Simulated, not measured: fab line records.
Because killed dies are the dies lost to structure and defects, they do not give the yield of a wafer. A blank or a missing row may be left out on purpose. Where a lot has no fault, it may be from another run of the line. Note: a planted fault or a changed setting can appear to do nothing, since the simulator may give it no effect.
Which of the tools did it? :: flow berkeleyCmos170 :: 14 lots with 42 wafers sampled at 6 steps, on a route of 331 steps

WHAT THE GAUGES SHOWED, per wafer
UCB170_NVT_TW_MEAS_09. Usual: NVT_TW 522, standard deviation 4.8.
lot: L822
measured: day 6 17:42
on: filmMetro-01
NVT_TW: 528 526 530
flag: 

lot: L823
measured: day 7 00:39
on: filmMetro-01
NVT_TW: 525 520 523
flag: 

lot: L824
measured: day 7 00:16
on: filmMetro-03
NVT_TW: 523 525 523
flag: 

lot: L826
measured: day 7 16:25
on: filmMetro-02
NVT_TW: 513 511 515
flag: 

lot: L828
measured: day 8 03:25
on: filmMetro-03
NVT_TW: 526 527 525
flag: 

lot: L830
measured: day 8 17:06
on: filmMetro-01
NVT_TW: 522 519 524
flag: 

lot: L829
measured: day 8 17:39
on: filmMetro-01
NVT_TW: 520 522 525
flag: 

lot: L831
measured: day 8 17:23
on: filmMetro-01
NVT_TW: 524 526 529
flag: 

lot: L836
measured: day 10 13:47
on: filmMetro-02
NVT_TW: 516 516 517
flag: 

lot: L839
measured: day 11 08:56
on: filmMetro-01
NVT_TW: 526 527 526
flag: 

lot: L841
measured: day 11 13:35
on: filmMetro-02
NVT_TW: 516 515 518
flag: 

lot: L842
measured: day 11 14:21
on: filmMetro-02
NVT_TW: 520 520 517
flag: 

lot: L843
measured: day 12 03:07
on: filmMetro-02
NVT_TW: 517 515 514
flag: 

lot: L844
measured: day 12 00:28
on: filmMetro-02
NVT_TW: 517 515 518
flag: 

UCB170_PLDD_TW_MEAS_11. Usual: PLDD_TW 1015, standard deviation 4.6.
lot: L822
measured: day 7 16:26
on: filmMetro-04
PLDD_TW: 1013 1011 1016
flag: 

lot: L823
measured: day 7 16:43
on: filmMetro-01
PLDD_TW: 1011 1008 1011
flag: 

lot: L824
measured: day 7 17:13
on: filmMetro-03
PLDD_TW: 1013 1010 1017
flag: 

lot: L826
measured: day 8 16:19
on: filmMetro-01
PLDD_TW: 1010 1017 1012
flag: 

lot: L828
measured: day 9 07:06
on: filmMetro-01
PLDD_TW: 1016 1009 1019
flag: 

lot: L830
measured: day 9 18:39
on: filmMetro-04
PLDD_TW: 1017 1023 1021
flag: 

lot: L829
measured: day 9 19:05
on: filmMetro-04
PLDD_TW: 1015 1016 1015
flag: 

lot: L831
measured: day 9 18:55
on: filmMetro-01
PLDD_TW: 1012 1016 1010
flag: 

lot: L836
measured: day 11 15:10
on: filmMetro-01
PLDD_TW: 1138 1146 1149
flag: OFF

lot: L839
measured: day 12 03:48
on: filmMetro-01
PLDD_TW: 1134 1138 1139
flag: OFF

lot: L841
measured: day 12 08:05
on: filmMetro-01
PLDD_TW: 1009 1015 1007
flag: 

lot: L842
measured: day 12 08:38
on: filmMetro-01
PLDD_TW: 1009 1015 1007
flag: 

lot: L843
measured: day 12 19:20
on: filmMetro-04
PLDD_TW: 1017 1019 1019
flag: 

lot: L844
measured: day 12 19:13
on: filmMetro-04
PLDD_TW: 1014 1017 1018
flag: 

UCB170_NLDD_OVL_MEAS_07. Usual: NLDD_OVL 0 nm, standard deviation 5.5.
lot: L822
measured: day 7 18:08
on: overlay-02
NLDD_OVL (nm): 2 7 5
flag: 

lot: L823
measured: day 7 18:41
on: overlay-01
NLDD_OVL (nm): -1 -5 5
flag: 

lot: L824
measured: day 7 19:08
on: overlay-02
NLDD_OVL (nm): 2 -5 3
flag: 

lot: L826
measured: day 8 17:43
on: overlay-02
NLDD_OVL (nm): 6 3 2
flag: 

lot: L828
measured: day 9 08:25
on: overlay-01
NLDD_OVL (nm): -1 -10 -5
flag: 

lot: L830
measured: day 9 19:58
on: overlay-01
NLDD_OVL (nm): -1 0 -3
flag: 

lot: L829
measured: day 9 20:28
on: overlay-01
NLDD_OVL (nm): -10 -14 -10
flag: 

lot: L831
measured: day 9 20:14
on: overlay-02
NLDD_OVL (nm): 3 0 4
flag: 

lot: L836
measured: day 11 17:01
on: overlay-02
NLDD_OVL (nm): 2 -1 -1
flag: 

lot: L839
measured: day 12 05:22
on: overlay-02
NLDD_OVL (nm): 3 1 9
flag: 

lot: L841
measured: day 12 10:14
on: overlay-01
NLDD_OVL (nm): 4 -8 3
flag: 

lot: L842
measured: day 12 11:25
on: overlay-01
NLDD_OVL (nm): -5 3 4
flag: 

lot: L843
measured: day 12 21:00
on: overlay-02
NLDD_OVL (nm): -2 6 4
flag: 

lot: L844
measured: day 12 20:50
on: overlay-01
NLDD_OVL (nm): 8 -1 10
flag: 

UCB170_SDANNEAL_RS_MEAS_04: a four-point-probe measurement. Usual: PLDD_RS 1031.6 ohm/sq, standard deviation 3.
lot: L822
measured: day 8 06:49
on: filmMetro-03
PLDD_RS (ohm/sq): 1038.4 1036.7 1038.3
flag: 

lot: L823
measured: day 8 07:02
on: filmMetro-01
PLDD_RS (ohm/sq): 1031.7 1031.5 1032.1
flag: 

lot: L824
measured: day 8 07:26
on: filmMetro-03
PLDD_RS (ohm/sq): 1033.1 1034.4 1036.0
flag: 

lot: L826
measured: day 9 08:19
on: filmMetro-04
PLDD_RS (ohm/sq): 1028.7 1034.1 1030.4
flag: 

lot: L828
measured: day 10 00:53
on: filmMetro-04
PLDD_RS (ohm/sq): 1029.8 1034.6 1029.7
flag: 

lot: L830
measured: day 10 15:45
on: filmMetro-01
PLDD_RS (ohm/sq): 1032.8 1030.7 1033.1
flag: 

lot: L829
measured: day 10 15:59
on: filmMetro-04
PLDD_RS (ohm/sq): 1033.2 1030.9 1031.5
flag: 

lot: L831
measured: day 10 16:16
on: filmMetro-03
PLDD_RS (ohm/sq): 1032.9 1032.2 1032.3
flag: 

lot: L836
measured: day 12 04:14
on: filmMetro-03
PLDD_RS (ohm/sq): 775.0 772.6 772.5
flag: OFF

lot: L839
measured: day 12 16:24
on: filmMetro-01
PLDD_RS (ohm/sq): 774.0 776.2 774.7
flag: OFF

lot: L841
measured: day 12 23:27
on: filmMetro-01
PLDD_RS (ohm/sq): 1036.5 1036.7 1033.8
flag: 

lot: L842
measured: day 12 23:13
on: filmMetro-04
PLDD_RS (ohm/sq): 1030.5 1029.9 1032.4
flag: 

lot: L843
measured: day 13 09:25
on: filmMetro-01
PLDD_RS (ohm/sq): 1028.9 1028.3 1029.5
flag: 

lot: L844
measured: day 13 09:08
on: filmMetro-03
PLDD_RS (ohm/sq): 1028.0 1029.7 1030.6
flag: 

TOOL THAT RAN EACH LOT (tool first, then ch and the chambers of the sampled wafers, then the start)
lot: L822
UCB170_PFIELD_STRIP_08: plasmaAsher-03 ch 0,1, day 5 03:58
UCB170_PLDD_IMPLANT_09: implanter-04 ch 0, day 7 16:11

lot: L823
UCB170_PFIELD_STRIP_08: plasmaAsher-04 ch 0,1, day 5 10:49
UCB170_PLDD_IMPLANT_09: implanter-02 ch 0, day 7 16:28

lot: L824
UCB170_PFIELD_STRIP_08: plasmaAsher-04 ch 0,1, day 5 11:08
UCB170_PLDD_IMPLANT_09: implanter-04 ch 0, day 7 16:58

lot: L826
UCB170_PFIELD_STRIP_08: plasmaAsher-02 ch 0,1, day 6 04:38
UCB170_PLDD_IMPLANT_09: implanter-02 ch 0, day 8 16:05

lot: L828
UCB170_PFIELD_STRIP_08: plasmaAsher-04 ch 0,1, day 6 12:53
UCB170_PLDD_IMPLANT_09: implanter-03 ch 0, day 9 06:51

lot: L830
UCB170_PFIELD_STRIP_08: plasmaAsher-02 ch 0,1, day 6 22:40
UCB170_PLDD_IMPLANT_09: implanter-03 ch 0, day 9 18:24

lot: L829
UCB170_PFIELD_STRIP_08: plasmaAsher-04 ch 0,1, day 6 23:13
UCB170_PLDD_IMPLANT_09: implanter-04 ch 0, day 9 18:50

lot: L831
UCB170_PFIELD_STRIP_08: plasmaAsher-02 ch 0,1, day 6 23:28
UCB170_PLDD_IMPLANT_09: implanter-02 ch 0, day 9 18:41

lot: L836
UCB170_PFIELD_STRIP_08: plasmaAsher-04 ch 0, day 8 01:30
UCB170_PLDD_IMPLANT_09: implanter-04 ch 0, day 11 14:55

lot: L839
UCB170_PFIELD_STRIP_08: plasmaAsher-04 ch 0,1, day 9 04:05
UCB170_PLDD_IMPLANT_09: implanter-04 ch 0, day 12 03:34

lot: L841
UCB170_PFIELD_STRIP_08: plasmaAsher-02 ch 0,1, day 9 15:41
UCB170_PLDD_IMPLANT_09: implanter-02 ch 0, day 12 07:50

lot: L842
UCB170_PFIELD_STRIP_08: plasmaAsher-03 ch 0,1, day 9 15:59
UCB170_PLDD_IMPLANT_09: implanter-03 ch 0, day 12 08:24

lot: L843
UCB170_PFIELD_STRIP_08: plasmaAsher-02 ch 0,1, day 10 05:25
UCB170_PLDD_IMPLANT_09: implanter-03 ch 0, day 12 19:05

lot: L844
UCB170_PFIELD_STRIP_08: plasmaAsher-02 ch 0,1, day 10 05:49
UCB170_PLDD_IMPLANT_09: implanter-02 ch 0, day 12 19:01
- UCB170_PFIELD_STRIP_08: strips in O2.
- UCB170_PLDD_IMPLANT_09

WHAT THE TOOLS THEMSELVES READ (means of the sampled wafers that have a number; where no wafer has one, the mark that the record gives instead)
UCB170_PFIELD_STRIP_08. Usual: chamberPressureMTorr 3500 mTorr, standard deviation 3.2; drypumpMotorCurrentA 5.8 A, standard deviation 0.65; oesProductAu 0.735 a.u., standard deviation 0.0047; stripTimeToEndpointS 21.62 s, standard deviation 0.076.
lot: L822
tool: plasmaAsher-03
chamberPressureMTorr (mTorr): 3497
drypumpMotorCurrentA (A): 6.4
oesProductAu (a.u.): 0.731
stripTimeToEndpointS (s): 21.59
flag: 

lot: L823
tool: plasmaAsher-04
chamberPressureMTorr (mTorr): 3499
drypumpMotorCurrentA (A): 6.2
oesProductAu (a.u.): 0.730
stripTimeToEndpointS (s): 21.58
flag: 

lot: L824
tool: plasmaAsher-04
chamberPressureMTorr (mTorr): 3502
drypumpMotorCurrentA (A): 6.0
oesProductAu (a.u.): 0.735
stripTimeToEndpointS (s): 21.57
flag: 

lot: L826
tool: plasmaAsher-02
chamberPressureMTorr (mTorr): 3500
drypumpMotorCurrentA (A): 5.2
oesProductAu (a.u.): 0.731
stripTimeToEndpointS (s): 21.64
flag: 

lot: L828
tool: plasmaAsher-04
chamberPressureMTorr (mTorr): 3501
drypumpMotorCurrentA (A): 6.2
oesProductAu (a.u.): 0.738
stripTimeToEndpointS (s): 21.61
flag: 

lot: L830
tool: plasmaAsher-02
chamberPressureMTorr (mTorr): 3499
drypumpMotorCurrentA (A): 5.2
oesProductAu (a.u.): 0.734
stripTimeToEndpointS (s): 21.55
flag: 

lot: L829
tool: plasmaAsher-04
chamberPressureMTorr (mTorr): 3498
drypumpMotorCurrentA (A): 6.3
oesProductAu (a.u.): 0.733
stripTimeToEndpointS (s): 21.66
flag: 

lot: L831
tool: plasmaAsher-02
chamberPressureMTorr (mTorr): 3499
drypumpMotorCurrentA (A): 5.2
oesProductAu (a.u.): 0.740
stripTimeToEndpointS (s): 21.69
flag: 

lot: L836
tool: plasmaAsher-04
chamberPressureMTorr (mTorr): 3500
drypumpMotorCurrentA (A): 6.5
oesProductAu (a.u.): 0.736
stripTimeToEndpointS (s): 21.54
flag: 

lot: L839
tool: plasmaAsher-04
chamberPressureMTorr (mTorr): 3497
drypumpMotorCurrentA (A): 6.0
oesProductAu (a.u.): 0.733
stripTimeToEndpointS (s): 21.67
flag: 

lot: L841
tool: plasmaAsher-02
chamberPressureMTorr (mTorr): 3499
drypumpMotorCurrentA (A): 5.2
oesProductAu (a.u.): 0.730
stripTimeToEndpointS (s): 21.65
flag: 

lot: L842
tool: plasmaAsher-03
chamberPressureMTorr (mTorr): 3500
drypumpMotorCurrentA (A): 6.5
oesProductAu (a.u.): 0.735
stripTimeToEndpointS (s): 21.54
flag: 

lot: L843
tool: plasmaAsher-02
chamberPressureMTorr (mTorr): 3501
drypumpMotorCurrentA (A): 5.2
oesProductAu (a.u.): 0.733
stripTimeToEndpointS (s): 21.57
flag: 

lot: L844
tool: plasmaAsher-02
chamberPressureMTorr (mTorr): 3498
drypumpMotorCurrentA (A): 5.2
oesProductAu (a.u.): 0.735
stripTimeToEndpointS (s): 21.57
flag: 

UCB170_PLDD_IMPLANT_09. Usual: beamOnS 9.99 s, standard deviation 0.21; doseIonsCm2 5e+13, standard deviation 4.7e+10; endStationPressureTorr 5.12e-06 Torr, standard deviation 2.6e-07; faradayCurrentUA 159, standard deviation 3.2; tiltDeg 6.998 degrees, standard deviation 0.02.
lot: L822
tool: implanter-04
beamOnS (s): 9.81
doseIonsCm2: 5e+13
endStationPressureTorr (Torr): 5.20e-06
faradayCurrentUA: 161
tiltDeg (degrees): 6.995
flag: 

lot: L823
tool: implanter-02
beamOnS (s): 9.79
doseIonsCm2: 5e+13
endStationPressureTorr (Torr): 5.24e-06
faradayCurrentUA: 162
tiltDeg (degrees): 6.986
flag: 

lot: L824
tool: implanter-04
beamOnS (s): 9.83
doseIonsCm2: 5e+13
endStationPressureTorr (Torr): 5.11e-06
faradayCurrentUA: 161
tiltDeg (degrees): 7.017
flag: 

lot: L826
tool: implanter-02
beamOnS (s): 9.92
doseIonsCm2: 5e+13
endStationPressureTorr (Torr): 5.21e-06
faradayCurrentUA: 160
tiltDeg (degrees): 7.006
flag: 

lot: L828
tool: implanter-03
beamOnS (s): 10.03
doseIonsCm2: 5e+13
endStationPressureTorr (Torr): 5.20e-06
faradayCurrentUA: 158
tiltDeg (degrees): 6.989
flag: 

lot: L830
tool: implanter-03
beamOnS (s): 10.05
doseIonsCm2: 5e+13
endStationPressureTorr (Torr): 5.29e-06
faradayCurrentUA: 158
tiltDeg (degrees): 7.004
flag: 

lot: L829
tool: implanter-04
beamOnS (s): 10.11
doseIonsCm2: 5e+13
endStationPressureTorr (Torr): 5.01e-06
faradayCurrentUA: 157
tiltDeg (degrees): 6.991
flag: 

lot: L831
tool: implanter-02
beamOnS (s): 9.88
doseIonsCm2: 5e+13
endStationPressureTorr (Torr): 5.22e-06
faradayCurrentUA: 160
tiltDeg (degrees): 6.980
flag: 

lot: L836
tool: implanter-04
beamOnS (s): 17.74
doseIonsCm2: 1e+14
endStationPressureTorr (Torr): 4.91e-06
faradayCurrentUA: 170
tiltDeg (degrees): 6.995
flag: OFF

lot: L839
tool: implanter-04
beamOnS (s): 17.43
doseIonsCm2: 1e+14
endStationPressureTorr (Torr): 5.31e-06
faradayCurrentUA: 173
tiltDeg (degrees): 6.985
flag: OFF

lot: L841
tool: implanter-02
beamOnS (s): 10.10
doseIonsCm2: 5e+13
endStationPressureTorr (Torr): 5.13e-06
faradayCurrentUA: 157
tiltDeg (degrees): 7.015
flag: 

lot: L842
tool: implanter-03
beamOnS (s): 10.01
doseIonsCm2: 5e+13
endStationPressureTorr (Torr): 5.06e-06
faradayCurrentUA: 159
tiltDeg (degrees): 7.005
flag: 

lot: L843
tool: implanter-03
beamOnS (s): 9.72
doseIonsCm2: 5e+13
endStationPressureTorr (Torr): 4.98e-06
faradayCurrentUA: 163
tiltDeg (degrees): 7.006
flag: 

lot: L844
tool: implanter-02
beamOnS (s): 10.01
doseIonsCm2: 5e+13
endStationPressureTorr (Torr): 5.13e-06
faradayCurrentUA: 158
tiltDeg (degrees): 7.023
flag: 

THE ANSWER, worked out from the rows above alone
Rule: a lot is off if the mean of its wafers that have a number lies more than 3 standard deviations from the usual mean. Also off: a lot with no number at a reading for which 4 or more lots have one. All remaining lots with rows at the step are treated as sound. The gauges are gone through in route order, then the tools' own readings, and for those a lot's mean is taken as printed above. At the first step where some lot is off, the reading lying furthest off is the one used; lots without a number count as furthest.
Off: L836, L839, seen at UCB170_PLDD_TW_MEAS_11 (PLDD_TW).
If a tool, at a process step before that reading, ran all the lots that are off and no sound lot after the first of them, it fits. Not tried: the gauges at UCB170_PLDD_TW_MEAS_11; whatever is off there is also off at UCB170_PLDD_IMPLANT_09, on other tools, and gauge error can't account for it. Can't be told from this: 2 tools fit, plasmaAsher-04 at UCB170_PFIELD_STRIP_08, implanter-04 at UCB170_PLDD_IMPLANT_09.

WHAT THE SIMULATOR HAD PUT IN
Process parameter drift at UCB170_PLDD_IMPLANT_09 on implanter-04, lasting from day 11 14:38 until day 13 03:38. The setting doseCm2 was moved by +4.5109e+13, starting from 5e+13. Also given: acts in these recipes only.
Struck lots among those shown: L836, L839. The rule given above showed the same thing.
